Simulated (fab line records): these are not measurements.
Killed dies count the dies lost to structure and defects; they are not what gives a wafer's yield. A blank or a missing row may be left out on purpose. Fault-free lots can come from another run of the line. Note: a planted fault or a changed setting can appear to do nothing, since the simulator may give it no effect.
Chamber matching || flow berkeley cmos170 || rie diel-04 running UCB170_ZERO_ETCH_06: 4 sister chambers
The step etches SiO2 in CHF3/CF4/Ar, time 12 s. 8 wafers are shown with their chamber, then 8 later ones without.

## WAFERS, EACH WITH ITS CHAMBER
{"wafer": "L523.6", "chamber": 3, "throttle valve pct (%)": 8.95, "oes product au (a.u.)": 0.620}
{"wafer": "L525.5", "chamber": 2, "throttle valve pct (%)": 9.02, "oes product au (a.u.)": 0.614}
{"wafer": "L526.2", "chamber": 2, "throttle valve pct (%)": 9.02, "oes product au (a.u.)": 0.629}
{"wafer": "L526.5", "chamber": 1, "throttle valve pct (%)": 9.42, "oes product au (a.u.)": 0.610}
{"wafer": "L530.1", "chamber": 3, "throttle valve pct (%)": 8.96, "oes product au (a.u.)": 0.614}
{"wafer": "L530.2", "chamber": 1, "throttle valve pct (%)": 9.43, "oes product au (a.u.)": 0.607}
{"wafer": "L530.3", "chamber": 0, "throttle valve pct (%)": 9.36, "oes product au (a.u.)": 0.606}
{"wafer": "L529.3", "chamber": 0, "throttle valve pct (%)": 9.36, "oes product au (a.u.)": 0.607}

## WAFERS WITH NO CHAMBER GIVEN
{"wafer": "L529.4", "throttle valve pct (%)": 8.94, "oes product au (a.u.)": 0.613}
{"wafer": "L529.5", "throttle valve pct (%)": 9.03, "oes product au (a.u.)": 0.619}
{"wafer": "L538.2", "throttle valve pct (%)": 9.38, "oes product au (a.u.)": 0.605}
{"wafer": "L538.4", "throttle valve pct (%)": 8.95, "oes product au (a.u.)": 0.609}
{"wafer": "L538.5", "throttle valve pct (%)": 9.37, "oes product au (a.u.)": 0.612}
{"wafer": "L544.3", "throttle valve pct (%)": 9.03, "oes product au (a.u.)": 0.614}
{"wafer": "L544.5", "throttle valve pct (%)": 9.03, "oes product au (a.u.)": 0.623}
{"wafer": "L544.6", "throttle valve pct (%)": 9.40, "oes product au (a.u.)": 0.604}

## WHICH CHAMBER EACH WENT THROUGH
{"wafer": "L529.4", "from the rows above": 3, "in truth": 3}
{"wafer": "L529.5", "from the rows above": 2, "in truth": 2}
{"wafer": "L538.2", "from the rows above": 0, "in truth": 0}
{"wafer": "L538.4", "from the rows above": 3, "in truth": 3}
{"wafer": "L538.5", "from the rows above": 0, "in truth": 0}
{"wafer": "L544.3", "from the rows above": 2, "in truth": 2}
{"wafer": "L544.5", "from the rows above": 2, "in truth": 2}
{"wafer": "L544.6", "from the rows above": 1, "in truth": 1}
Placed correctly: 8 of 8. Not placeable from these rows: 0. Placed wrongly: 0.
How it was worked out, from the rows above alone: a wafer's distance from a chamber is the root of the sum, over the readings, of the square of ((its reading less the chamber's mean) divided by the reading's scatter). The wafer belongs to the nearest chamber; if the next one is less than 2 further off, it can't be placed. A chamber's mean is the mean of its shown wafers. The scatter: the root of (the sum of the squares of (reading less its chamber's mean) over the shown wafers, divided by (wafers less chambers)).
